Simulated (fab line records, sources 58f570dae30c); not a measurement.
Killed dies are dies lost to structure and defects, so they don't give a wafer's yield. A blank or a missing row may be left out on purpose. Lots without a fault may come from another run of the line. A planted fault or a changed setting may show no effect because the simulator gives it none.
Chamber matching | flow berkeley_cmos170 | UCB170_V1_CMP_02 on cmp-01: 4 sister chambers
The step polishes SiO2. 18 wafers are shown with their chamber, then 9 later ones without.

WAFERS WITH THEIR CHAMBER
wafer  | chamber | motor_current_A (A) | edge_zone_pressure_frac | platen_rpm (rpm)
L265.1 | 0       | 17.1                | 0.999                   | 59.98
L265.3 | 3       | 14.1                | 1.002                   | 59.99
L265.6 | 3       | 14.0                | 1.001                   | 60.00
L264.1 | 0       | 16.4                | 1.000                   | 60.04
L264.3 | 2       | 14.4                | 0.998                   | 59.95
L264.5 | 1       | 17.0                | 0.995                   | 60.12
L266.3 | 1       | 16.6                | 1.003                   | 59.93
L266.5 | 0       | 17.4                | 1.002                   | 60.05
L266.6 | 3       | 13.6                | 0.999                   | 60.02
L269.1 | 2       | 15.2                | 0.994                   | 59.96
L269.4 | 1       | 16.7                | 1.005                   | 59.97
L269.5 | 3       | 13.5                | 0.999                   | 59.97
L276.1 | 1       | 16.2                | 1.001                   | 59.94
L276.2 | 0       | 17.1                | 1.002                   | 60.01
L276.5 | 0       | 17.6                | 1.006                   | 60.00
L274.1 | 0       | 17.6                | 1.001                   | 60.02
L274.4 | 1       | 16.5                | 1.002                   | 60.04
L274.5 | 3       | 13.7                | 1.004                   | 60.00

SIGNATURES (means of the wafers above)
reading                 | chamber 0 | chamber 1 | chamber 2 | chamber 3 | scatter within a chamber
motor_current_A         | 17.200    | 16.600    | 14.800    | 13.780    | 0.373
edge_zone_pressure_frac | 1.00167   | 1.00120   | 0.99600   | 1.00100   | 0.00283
platen_rpm              | 60.0167   | 60.0000   | 59.9550   | 59.9960   | 0.0464
Rule: a wafer's distance from a chamber is the root of the sum, over the readings, of the square of ((its reading less the chamber's mean) divided by the reading's scatter). The wafer belongs to the nearest chamber; if the next one is less than 2 further off, it can't be placed. The scatter: the root of (the sum of the squares of (reading less its chamber's mean) over the shown wafers, divided by (wafers less chambers)).

WAFERS WITHOUT THEIR CHAMBER
wafer  | motor_current_A (A) | edge_zone_pressure_frac | platen_rpm (rpm)
L282.1 | 17.5                | 1.000                   | 60.05
L282.5 | 14.6                | 1.002                   | 59.94
L282.6 | 13.9                | 1.003                   | 60.00
L281.2 | 17.0                | 0.996                   | 59.98
L281.4 | 14.1                | 1.005                   | 59.94
L281.5 | 16.4                | 1.007                   | 60.03
L287.2 | 17.3                | 1.001                   | 59.96
L287.3 | 16.4                | 0.998                   | 60.06
L287.6 | 16.6                | 1.002                   | 60.01

WHICH CHAMBER EACH WENT THROUGH
wafer  | from the rows above     | in truth
L282.1 | can't be placed: 0 or 1 | 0
L282.5 | can't be placed: 2 or 3 | 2
L282.6 | 3                       | 3
L281.2 | can't be placed: 1 or 0 | 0
L281.4 | can't be placed: 3 or 2 | 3
L281.5 | can't be placed: 1 or 0 | 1
L287.2 | can't be placed: 0 or 1 | 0
L287.3 | can't be placed: 1 or 0 | 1
L287.6 | can't be placed: 1 or 0 | 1
Placed correctly: 1 of 9. Can't be placed from these rows: 8 (the true chamber is among the candidates in 8). Placed wrongly: 0.
